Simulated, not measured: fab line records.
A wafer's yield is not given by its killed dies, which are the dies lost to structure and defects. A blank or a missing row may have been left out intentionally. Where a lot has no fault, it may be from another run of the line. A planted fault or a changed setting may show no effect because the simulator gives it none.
fab line records    flow rit_cmos
[record] lots = 5  wafers = 23
route steps=202 shown M1@184
start_h: hours from the record's opening day to when the first of the lot's shown wafers began    wait_h: time in hours since the lot's previous step    " identical to the entry in the row above    L1.1+2: a row that stands for several wafers    - either no value or no given start    * or withheld: withheld    < > ~ a bound
route shown NAME@n: NAME is a module with steps in the file, n the number in the route of the first one    usual: mean/standard deviation of fault-free wafers    same: alike in all rows    chamber/n: place in a boat    sites: each site's reading    _std_site: how widely they spread, as a standard deviation    _edge_site: the outer-site mean with the inner-site mean subtracted    radius_mm: for every site, how far away it sits from the centre of the wafer    mask NAME#n: copy n    behind: the tool/chamber that last shaped the wafer    hold: why the lot went on hold/how many hours it stayed there/how the hold came to an end    device: names the non-switching transistor (n, p or np)    end of line: the tests these same wafers got at the end of their route    step lacking rows: just its recipe    killed: at the first sort, the dies lost to defects and structure; wafer yield is something else    map: dies across one wafer; x = killed, . = not, _ = none there
set.NAME: the run value of the setting; set.NAME@STEP: its run value at that earlier step    model.NAME: the simulator's own value behind a step, which no gauge read
lots where settings were altered on purpose, with a table for each step and a row for each wafer
[[steps]]
[step RIT_M1_SPUTTER_00]
[recipe] material = Al  target_thk_nm = 400  power_w = 2000  chamber_pressure_pa = 0.4  gas = Ar  time_s = 500  substrate_temp_c = 25
lot.wafer  tool            chamber  start_h  wait_h  set.power_w  model.Al_of_M1_SPUTTER_00.thk_nm
L074.2     pvd_sputter-04  -        59.31    0.0     2000         400.1
L074.3     "               -        "        "       2000         403.1
L074.5     "               -        "        "       2000         401.6
L075.1     pvd_sputter-03  -        61.14    0.0     1797         364.4
L075.3     "               -        "        "       2000         405.3
L075.4     "               -        "        "       2000         401.5
L075.5     "               -        "        "       1797         366.6
L075.6     "               -        "        "       2000         400
L077.2     pvd_sputter-03  -        71.07    0.0     2000         403.9
L077.3     "               -        "        "       2120         428
L077.4     "               -        "        "       2120         429.6
L077.5     "               -        "        "       2000         404.8
L077.6     "               -        "        "       2120         431.8
L079.1     pvd_sputter-03  -        80.42    0.0     1800         361.6
L079.3     "               -        "        "       1800         363.1
L079.4     "               -        "        "       1800         364
L079.5     "               -        "        "       2000         399.2
L079.6     "               -        "        "       2000         403
L084.1     pvd_sputter-02  -        105.40   0.0     2000         400.8
L084.3     "               -        "        "       1790         359.4
L084.4     "               -        "        "       1790         358.9
L084.5     "               -        "        "       1790         359.6
L084.6     "               -        "        "       2000         399
[step RIT_M1_RS_MEAS_01]
[recipe] thk_meas_gauge = four-point-probe  reads = Al_of_M1_SPUTTER_00
[usual] M1_AL_RS = 0.0728/0.00062
lot.wafer  tool           chamber  start_h  wait_h  set.power_w@M1_SPUTTER_00  M1_AL_RS[ohm/sq]
L074.2     film_metro-01  -        59.62    0.2     2000                       0.0735
L074.3     "              -        "        "       2000                       0.0728
L074.5     "              -        "        "       2000                       0.0732
L075.1     film_metro-02  -        61.44    0.1     1797                       0.0806
L075.3     "              -        "        "       2000                       0.0724
L075.4     "              -        "        "       2000                       0.0729
L075.5     "              -        "        "       1797                       0.0802
L075.6     "              -        "        "       2000                       0.0734
L077.2     film_metro-04  -        71.38    0.2     2000                       0.0727
L077.3     "              -        "        "       2120                       0.0686
L077.4     "              -        "        "       2120                       0.0683
L077.5     "              -        "        "       2000                       0.0724
L077.6     "              -        "        "       2120                       0.0680
L079.1     film_metro-02  -        80.72    0.1     1800                       0.0813
L079.3     "              -        "        "       1800                       0.0809
L079.4     "              -        "        "       1800                       0.0808
L079.5     "              -        "        "       2000                       0.0736
L079.6     "              -        "        "       2000                       0.0729
L084.1     film_metro-02  -        105.69   0.1     2000                       0.0734
L084.3     "              -        "        "       1790                       0.0819
L084.4     "              -        "        "       1790                       0.0820
L084.5     "              -        "        "       1790                       0.0818
L084.6     "              -        "        "       2000                       0.0736
[step RIT_M1_THK_MEAS_02]
[recipe] thk_meas_gauge = xrf  reads = Al_of_M1_SPUTTER_00
[usual] M1_AL_THK = 406/4.2
lot.wafer  tool           chamber  start_h  wait_h  set.power_w@M1_SPUTTER_00  M1_AL_THK[nm]
L074.2     film_metro-01  -        59.73    0.1     2000                       400
L074.3     "              -        "        "       2000                       405
L074.5     "              -        "        "       2000                       402
L075.1     film_metro-02  -        61.56    0.1     1797                       367
L075.3     "              -        "        "       2000                       410
L075.4     "              -        "        "       2000                       406
L075.5     "              -        "        "       1797                       368
L075.6     "              -        "        "       2000                       399
L077.2     film_metro-04  -        71.49    0.1     2000                       412
L077.3     "              -        "        "       2120                       435
L077.4     "              -        "        "       2120                       435
L077.5     "              -        "        "       2000                       411
L077.6     "              -        "        "       2120                       439
L079.1     film_metro-02  -        80.84    0.1     1800                       366
L079.3     "              -        "        "       1800                       365
L079.4     "              -        "        "       1800                       365
L079.5     "              -        "        "       2000                       400
L079.6     "              -        "        "       2000                       406
L084.1     film_metro-02  -        105.81   0.1     2000                       402
L084.3     "              -        "        "       1790                       362
L084.4     "              -        "        "       1790                       362
L084.5     "              -        "        "       1790                       360
L084.6     "              -        "        "       2000                       400
[step RIT_M1_EXPOSE_06]
[recipe] mask_id = M12  na = 0.6  source_shape = conventional  sigma_outer = 0.5  target_cd_nm = 2600  dose_mj = 250
lot.wafer       tool              chamber  start_h  wait_h  mask   set.dose_mj
L074.2+3+5      iline_stepper-02  0        60.38    0.2     M12#0  250
L075.1+4        iline_stepper-02  0        62.07    0.1     M12#0  250
L075.3+5+6      "                 0        "        "       M12#0  237.4
L077.2+3+4+5+6  iline_stepper-02  0        72.14    0.2     M12#0  250
L079.1+6        iline_stepper-01  0        81.35    0.1     M12#0  266.4
L079.3+4+5      "                 0        "        "       M12#0  250
L084.1+3+4+5+6  iline_stepper-01  0        106.45   0.2     M12#0  250
[step RIT_M1_PEB_07]
[recipe] resist = NOVOLAK  temp_c = withheld  time_s = withheld
[step RIT_M1_DEVELOP_08]
[recipe] resist = NOVOLAK  develop_time_s = 68  dev_temp_c = 23
[step RIT_M1_CD_MEAS_09]
[recipe] target_cd_nm = 2600
[usual] cd_nm = 2600.0/2.4
lot.wafer  tool       chamber  start_h  wait_h  set.dose_mj@M1_EXPOSE_06  cd_nm
L074.2     cd_sem-01  -        60.81    -       250                       2597.9
L074.3     "          -        "        "       250                       2598.5
L074.5     "          -        "        "       250                       2601.0
L075.1     cd_sem-02  -        62.50    -       250                       2599.2
L075.3     "          -        "        "       237.4                     2611.5
L075.4     "          -        "        "       250                       2598.7
L075.5     "          -        "        "       237.4                     2614.2
L075.6     "          -        "        "       237.4                     2613.7
L077.2     cd_sem-02  -        72.57    -       250                       2598.9
L077.3     "          -        "        "       250                       2596.3
L077.4     "          -        "        "       250                       2600.7
L077.5     "          -        "        "       250                       2600.0
L077.6     "          -        "        "       250                       2599.2
L079.1     cd_sem-01  -        81.78    -       266.4                     2581.9
L079.3     "          -        "        "       250                       2598.4
L079.4     "          -        "        "       250                       2598.9
L079.5     "          -        "        "       250                       2599.0
L079.6     "          -        "        "       266.4                     2581.0
L084.1     cd_sem-01  -        106.88   -       250                       2600.4
L084.3     "          -        "        "       250                       2601.3
L084.4     "          -        "        "       250                       2600.2
L084.5     "          -        "        "       250                       2599.6
L084.6     "          -        "        "       250                       2601.5
[step RIT_M1_HARDBAKE_11]
[recipe] resist = NOVOLAK  temp_c = 140  time_s = 120
[step RIT_M1_METAL_ETCH_12]
[recipe] stop_on = SiO2  chemistry = Cl2/BCl3  target = Al  time_s = 165  over_etch_frac = 0.5  pressure_mtorr = 100  target_depth_a = 6000  rf_w = 250  Cl2_flow_sccm = 60  bcl3_flow_sccm = 50
[usual] oes_product_au = 0.787/0.014
lot.wafer  tool          chamber  start_h  wait_h  set.power_w@M1_SPUTTER_00  set.dose_mj@M1_EXPOSE_06  oes_product_au  model.M1.cd_nm
L074.2     rie_metal-03  1        61.23    0.2     2000                       250                       0.753           2598
L074.3     "             0        "        "       2000                       250                       0.786           2597
L074.5     "             1        "        "       2000                       250                       0.763           2601
L075.1     rie_metal-01  1        62.90    0.2     1797                       250                       0.748           2599
L075.3     "             1        "        "       2000                       237.4                     0.788           2612
L075.4     "             1        "        "       2000                       250                       0.790           2598
L075.5     "             1        "        "       1797                       237.4                     0.740           2614
L075.6     "             1        "        "       2000                       237.4                     0.784           2614
L077.2     rie_metal-03  1        72.95    0.2     2000                       250                       0.763           2599
L077.3     "             0        "        "       2120                       250                       0.813           2596
L077.4     "             1        "        "       2120                       250                       0.792           2602
L077.5     "             0        "        "       2000                       250                       0.778           2601
L077.6     "             1        "        "       2120                       250                       0.794           2601
L079.1     rie_metal-02  1        82.18    0.2     1800                       266.4                     0.752           2581
L079.3     "             0        "        "       1800                       250                       0.745           2596
L079.4     "             1        "        "       1800                       250                       0.754           2598
L079.5     "             0        "        "       2000                       250                       0.797           2598
L079.6     "             1        "        "       2000                       266.4                     0.787           2580
L084.1     rie_metal-01  0        107.36   0.2     2000                       250                       0.803           2599
L084.3     "             1        "        "       1790                       250                       0.737           2601
L084.4     "             0        "        "       1790                       250                       0.747           2600
L084.5     "             0        "        "       1790                       250                       0.750           2599
L084.6     "             1        "        "       2000                       250                       0.772           2601
[step RIT_M1_STRIP_13]
[recipe] chemistry = nmp  resist = NOVOLAK  temp_c = 80  time_s = 600  dry = n2_spin
[step RIT_M1_STRIP_14]
[recipe] chemistry = O2  time_s = 180  platen_temp_c = withheld  power_w = 500  pressure_mtorr = 4000  o2_flow_sccm = 4000
[step RIT_M1_CD_MEAS_90]
[recipe] target_cd_nm = 2600
[usual] cd_nm = 2599.7/2.7
lot.wafer  tool       chamber  start_h  wait_h  set.dose_mj@M1_EXPOSE_06  cd_nm
L074.2     cd_sem-01  -        61.85    0.1     250                       2597.9
L074.3     "          -        "        "       250                       2597.1
L074.5     "          -        "        "       250                       2601.0
L075.1     cd_sem-01  -        63.58    0.1     250                       2599.2
L075.3     "          -        "        "       237.4                     2612.0
L075.4     "          -        "        "       250                       2598.4
L075.5     "          -        "        "       237.4                     2613.9
L075.6     "          -        "        "       237.4                     2614.4
L077.2     cd_sem-01  -        73.50    0.1     250                       2598.7
L077.3     "          -        "        "       250                       2596.4
L077.4     "          -        "        "       250                       2601.3
L077.5     "          -        "        "       250                       2601.4
L077.6     "          -        "        "       250                       2600.9
L079.1     cd_sem-02  -        82.70    0.1     266.4                     2580.7
L079.3     "          -        "        "       250                       2596.0
L079.4     "          -        "        "       250                       2597.9
L079.5     "          -        "        "       250                       2598.0
L079.6     "          -        "        "       266.4                     2579.6
L084.1     cd_sem-02  -        107.87   0.1     250                       2598.9
L084.3     "          -        "        "       250                       2600.9
L084.4     "          -        "        "       250                       2600.1
L084.5     "          -        "        "       250                       2599.5
L084.6     "          -        "        "       250                       2601.2
[step RIT_M1_ANNEAL_15]
[recipe] temp_c = 450  time_s = 1800  ambient = forming_gas_H2N2
lot.wafer       tool        chamber  start_h  wait_h  set.temp_c
L074.2+3+5      furnace-02  0        61.95    0.1     450
L075.1+3+4+5+6  -           -        -        0.1     445.9
L077.2+3+4+5+6  -           -        -        0.1     450
L079.1+3+4+5+6  -           -        -        0.1     450
L084.1+3+4+5+6  -           -        -        0.1     457.8
[step RIT_M1_PROBE_99]
lot.wafer  tool       chamber  start_h  wait_h  set.temp_c@M1_ANNEAL_15  model.etest.npoly_line.line_ohm_um  model.etest.ppoly_line.line_ohm_um  model.etest.npoly_sal.rs_ohm_sq  model.etest.npoly_line.rs_ohm_sq
L074.2     prober-01  -        63.62    0.1     450                      169.5                               164.8                               4.422                            17.05
L074.3     prober-01  -        63.67    0.2     450                      165.8                               161.4                               4.386                            16.87
L074.5     prober-01  -        63.77    0.2     450                      169.3                               164.6                               4.388                            17.1
L075.1+3   prober-02  -        65.32    0.1     445.9                    -                                   -                                   -                                -
L077.2     prober-02  -        75.28    0.1     450                      153.9                               145                                 4.439                            17.27
L077.3     prober-02  -        75.33    0.2     450                      162.1                               155.9                               4.822                            18.52
L077.4     prober-02  -        75.38    0.2     450                      167.6                               157.1                               4.742                            18.48
L077.5     prober-02  -        75.43    0.2     450                      180.2                               167.3                               4.864                            18.59
L077.6     prober-02  -        75.48    0.2     450                      165.4                               156.5                               4.382                            17.18
L084.3     prober-01  -        109.71   0.2     457.8                    2403                                1212                                343.9                            344
L084.5     prober-01  -        109.81   0.2     457.8                    2686                                1378                                344.5                            341.5
L084.6     prober-01  -        109.86   0.2     457.8                    2659                                1326                                343                              339.9
// killed by level:class
L074.2 GATE:geometric_particle:open=2 SPACER:geometric_particle:short=2 FOX1:geometric_particle:short=1 GATE:geometric_particle:short=1 REOX:geometric_particle:short=1 SPACER:geometric_particle:open=1
L074.3 SPACER:geometric_particle:open=3 GATE:geometric_particle:open=1 SPACER:geometric_particle:short=1
L074.5 FOX1:geometric_particle:open=1 FOX1:geometric_particle:short=1 FOX2:geometric_particle:short=1 GATE:geometric_particle:short=1 GATE:geometric_particle:open=1 REOX:geometric_particle:open=1 M1:geometric_particle:short=1
[[key]]
[split] step = RIT_M1_SPUTTER_00  setting = power_w  stated = 2000  by = wafer
[response] step = RIT_M1_SPUTTER_00  reading = model.Al_of_M1_SPUTTER_00.thk_nm  change = +3.82  per = 1%  r = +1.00
[response] step = RIT_M1_RS_MEAS_01  reading = M1_AL_RS  change = -0.000767  per = 1%  r = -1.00
[response] step = RIT_M1_THK_MEAS_02  reading = M1_AL_THK  change = +3.8  per = 1%  r = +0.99
[response] step = RIT_M1_METAL_ETCH_12  reading = oes_product_au  change = +0.00425  per = 1%  r = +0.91
[split] step = RIT_M1_EXPOSE_06  setting = dose_mj  stated = 250  by = wafer
[response] step = RIT_M1_CD_MEAS_09  reading = cd_nm  change = -2.71  per = 1%  r = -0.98
[response] step = RIT_M1_METAL_ETCH_12  reading = model.M1.cd_nm  change = -2.69  per = 1%  r = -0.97
[response] step = RIT_M1_CD_MEAS_90  reading = cd_nm  change = -2.72  per = 1%  r = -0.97
[split] step = RIT_M1_ANNEAL_15  setting = temp_c  stated = 450  by = lot
[response] step = RIT_M1_PROBE_99  reading = model.etest.npoly_line.line_ohm_um  change = +1.39e+03  per = 1%  r = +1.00
[response] step = RIT_M1_PROBE_99  reading = model.etest.ppoly_line.line_ohm_um  change = +661  per = 1%  r = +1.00
[response] step = RIT_M1_PROBE_99  reading = model.etest.npoly_sal.rs_ohm_sq  change = +196  per = 1%  r = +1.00
[response] step = RIT_M1_PROBE_99  reading = model.etest.npoly_line.rs_ohm_sq  change = +187  per = 1%  r = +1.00
